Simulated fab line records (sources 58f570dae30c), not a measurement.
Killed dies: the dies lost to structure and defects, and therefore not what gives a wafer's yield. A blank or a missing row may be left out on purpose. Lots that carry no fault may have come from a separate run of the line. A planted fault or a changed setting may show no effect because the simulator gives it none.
The tool behind it: which one? ; flow berkeley-cmos170 ; 7 lots with 21 wafers sampled at 2 steps, on a route of 331 steps

WHAT THE GAUGES SHOWED, per wafer
UCB170_M1_OVL_MEAS_10.
lot;measured;on;M1_OVL (nm)
L856;day 8 05:58;overlay-02;2 1 1
L861;day 9 02:46;overlay-02;4 2 3
L863;day 9 21:52;overlay-01;-5 0 -7
L865;day 11 00:50;overlay-01;-4 1 -13
L870;day 11 03:17;overlay-01;-11 -3 -11
L869;day 11 03:47;overlay-01;130 130 128
L871;day 11 17:27;overlay-02;134 132 131

EACH LOT AND THE TOOL THAT RAN IT (in order: tool; ch and the chambers of the sampled wafers; start)
lot;UCB170_M1_EXPOSE_06
L856;krf-scanner-02 ch 0, day 8 05:28
L861;krf-scanner-02 ch 0, day 9 02:16
L863;krf-scanner-01 ch 0, day 9 21:14
L865;krf-scanner-01 ch 0, day 10 23:55
L870;krf-scanner-02 ch 0, day 11 02:29
L869;krf-scanner-02 ch 0, day 11 03:16
L871;krf-scanner-02 ch 0, day 11 16:46
- UCB170_M1_EXPOSE_06: exposes mask METAL1, target cd 700 nm.

THE ANSWER, worked out from the rows above alone
Rule: the usual values come from the lots themselves. Put in order of their means at a reading, lots are off if they are a third of the lots or fewer, leave a main group of 4 or more, and stand apart from it by a gap of 3 or more times the standard deviation of the main group's means; of several such gaps the widest counts. A main group is skipped when, at the precision printed for the reading in the tables above, its means are all equal. A lot without any number at a reading at which 4 lots or more have one is off too. The other lots that the step has rows for count as sound.
Off: L869, L871, at UCB170_M1_OVL_MEAS_10 (M1_OVL). Main group: mean -3 nm, sd 4.2.
If a tool, at a process step before that reading, ran all the lots that are off and no sound lot after the first of them, it fits. Those tools and the gauges at UCB170_M1_OVL_MEAS_10 are tried in the same way. One fits: krf-scanner-02 at UCB170_M1_EXPOSE_06. A fault onset in the window from L870 (day 11 02:29, its last sound lot) to L869 (day 11 03:16, its first lot off) fits.

WHAT HAD BEEN PUT IN BY THE SIMULATOR
Scanner matching overlay: krf-scanner-02, from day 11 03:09 on, at UCB170_M1_EXPOSE_06. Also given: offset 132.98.
Struck lots among those shown: L869, L871. Same finding as the rule above.
